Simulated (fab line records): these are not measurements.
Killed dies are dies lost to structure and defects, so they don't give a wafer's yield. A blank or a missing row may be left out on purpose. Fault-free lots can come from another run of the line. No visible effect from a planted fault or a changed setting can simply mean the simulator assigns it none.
Split-lot trial | flow rit-cmos | 5 lots, 23 wafers read, on a route of 202 steps

THE SPLIT
At RIT_M1_DEVELOP_08 (develop time 68 s), the setting develop-time-s was moved away from the recipe's 68 s on 8 of the 23 wafers read, by -10.6% to +11.3%. For the rest of the wafers, this setting stayed at what the recipe calls for.

No step appears in the file between the split and the reading.

THE READING
At RIT_M1_CD_MEAS_09: cd-nm in nanometres, against a target cd of 2600 nm. On this fab line, fault-free wafers typically give 2600.2 nm with a standard deviation of 1.6 nm.

wafer  | tool, chamber at the split | develop-time-s as run, s | against the recipe | cd-nm, nm | against lot-mates on the recipe
L074.2 | litho-track-04, 0          | 68                       | recipe             | 2601.3    | -
L074.3 | litho-track-04, 0          | 60.78                    | -10.6%             | 2613.3    | +11.8
L074.4 | litho-track-04, 0          | 68                       | recipe             | 2599.8    | -
L074.5 | litho-track-04, 0          | 60.78                    | -10.6%             | 2611.6    | +10.1
L074.6 | litho-track-04, 0          | 68                       | recipe             | 2603.5    | -
L076.2 | litho-track-02, 0          | 68                       | recipe             | 2600.9    | -
L076.3 | litho-track-02, 0          | 75.56                    | +11.1%             | 2589.6    | -11.7
L076.4 | litho-track-02, 0          | 75.56                    | +11.1%             | 2590.8    | -10.5
L076.5 | litho-track-02, 0          | 68                       | recipe             | 2601.7    | -
L076.6 | litho-track-02, 0          | 75.56                    | +11.1%             | 2590.9    | -10.4
L081.1 | litho-track-01, 0          | 75.69                    | +11.3%             | 2590.0    | -10.7
L081.2 | litho-track-01, 0          | 75.69                    | +11.3%             | 2589.8    | -10.9
L081.3 | litho-track-01, 0          | 68                       | recipe             | 2600.3    | -
L081.4 | litho-track-01, 0          | 68                       | recipe             | 2601.1    | -
L081.5 | litho-track-01, 0          | 75.69                    | +11.3%             | 2590.4    | -10.3
L083.1 | litho-track-02, 0          | 68                       | recipe             | 2600.4    | -
L083.2 | litho-track-02, 0          | 68                       | recipe             | 2598.7    | -
L083.5 | litho-track-02, 0          | 68                       | recipe             | 2600.0    | -
L085.2 | litho-track-04, 0          | 68                       | recipe             | 2602.9    | -
L085.3 | litho-track-04, 0          | 68                       | recipe             | 2601.3    | -
L085.4 | litho-track-04, 0          | 68                       | recipe             | 2603.9    | -
L085.5 | litho-track-04, 0          | 68                       | recipe             | 2601.4    | -
L085.6 | litho-track-04, 0          | 68                       | recipe             | 2604.4    | -

THE FIT
A straight line over all 23 wafers: cd-nm changes by -1.01 nm for each +1% of develop-time-s; r = -0.98; the points scatter about the line by 1.4 nm.
The same after taking each lot's own level away (the mean of its wafers on the recipe; 23 wafers): -0.98 nm for each +1%; r = -0.99; scatter 0.99 nm.
According to that fit, moving develop-time-s by its largest amount changes the reading by 11 nm.
The span of the lots' own levels, 2599.70 to 2602.78 nm, comes to 1.9 times the standard deviation stated above.
Consequently the slope shifts little with the lot-to-lot level, the two slopes agreeing.
Check: with one of the wafers moved furthest among these (+11.3%) left out of the fit, the line predicts -11 nm for it against its lot-mates. Against them it came out at -10.7 nm.

OTHER SPLITS ON THESE WAFERS
Before the reading, these wafers also passed through other splits. Each is held against what the fit with the lots' levels taken away leaves over:
other split on the same wafers | wafers away from the commonest value | r with cd-nm (lot level and that fit taken away)
RIT_NLDD_IMPLANT_08 energy-kev | 8                                    | +0.28
RIT_PSD_COAT_01 resist-thk-nm  | 7                                    | +0.26
RIT_CONTACT_EXPOSE_05 dose-mj  | 8                                    | +0.15
RIT_CONTACT_ETCH_11 rf-w       | 8                                    | +0.07
RIT_M1_SPUTTER_00 time-s       | 7                                    | +0.02

THE FILE'S OWN FIT
cd-nm changes by -0.98 nm for each +1% of develop-time-s, r = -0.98.
